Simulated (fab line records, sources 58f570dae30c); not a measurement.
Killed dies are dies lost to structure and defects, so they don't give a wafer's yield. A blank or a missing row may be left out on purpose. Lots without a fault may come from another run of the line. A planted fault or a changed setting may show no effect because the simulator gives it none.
A struck lot beside a sound one | flow berkeley_cmos170 | 14 steps out of a route of 331
Sound: wafers L902.1, L902.5, L902.6. Struck: wafers L896.3, L896.4, L896.6. The cause comes at the end.
At each step with rows: each side's tool, then ch and its chambers, then its first start. Under that, the readings that differ: sound wafers | struck wafers | difference of the means | sigmas: that difference in standard deviations of wafers without a fault.
alike: readings whose means differ by less than 2 such deviations, and words and numbers that are the same on both sides. not compared: withheld readings, readings that some wafer has no value for, bounds like >300 that may hide the same value, and numbers for which the record gives no deviation and whose values overlap.
The two part at a step that has a row with sigmas, a row that says differs or no value, or rows on one side only. Numbers that don't overlap but have no deviation are shown without sigmas and don't part them. A reading that every wafer of one side lacks parts them only if that side has two wafers or more.

first, 5 steps without rows for these wafers: UCB170_WELLDRIVE_ANNEAL_03 (time 900 s); UCB170_WELLDRIVE_WET_ETCH_04 (etches SiO2 in BOE, time 120 s); UCB170_ACTIVE_CLEAN_00 (cleans in SPM, time 600 s); UCB170_ACTIVE_CLEAN_01 (cleans in dHF, time 60 s); UCB170_ACTIVE_OXIDATION_02 (target thk 26.4 nm, ox time 1260 s).
UCB170_ACTIVE_THK_MEAS_03:
  sound on film_metro-04, day 6 03:06; struck on film_metro-02, day 5 00:53
  alike: ACTIVE_OXIDE_THK
then, 2 steps without rows for these wafers: UCB170_ACTIVE_ANNEAL_04 (time 900 s); UCB170_ACTIVE_CVD_05 (deposits Si3N4 from SiH2Cl2/NH3, target thk 220 nm, time 3300 s).
UCB170_ACTIVE_THK_MEAS_06:
  sound on film_metro-04, day 6 07:57; struck on film_metro-04, day 5 05:33
  alike: ACTIVE_NITRIDE_THK
then, 3 steps without rows for these wafers: UCB170_ACTIVE_HMDS_07 (prime time 60 s); UCB170_ACTIVE_COAT_08 (resist thk 900 nm); UCB170_ACTIVE_SOFTBAKE_09 (time 60 s).
UCB170_ACTIVE_EXPOSE_10: exposes mask ACTIVE, target cd 1200 nm.
  sound on krf_scanner-01 ch 0, day 6 09:08; struck on krf_scanner-02, day 5 06:05
  no value came back on the struck wafers for exposure_dose_mJ_cm2, focus_offset_nm (nm); on the sound wafers exposure_dose_mJ_cm2 reads 19.934 19.967 19.967
  alike: mask
then, 1 step without rows for these wafers: UCB170_ACTIVE_PEB_11.

WHERE THEY PART
Only at UCB170_ACTIVE_EXPOSE_10, within this record.

WHY: what the simulator had put in
Skipped step whole: krf_scanner-02, from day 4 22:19 on, at UCB170_ACTIVE_EXPOSE_10. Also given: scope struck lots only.
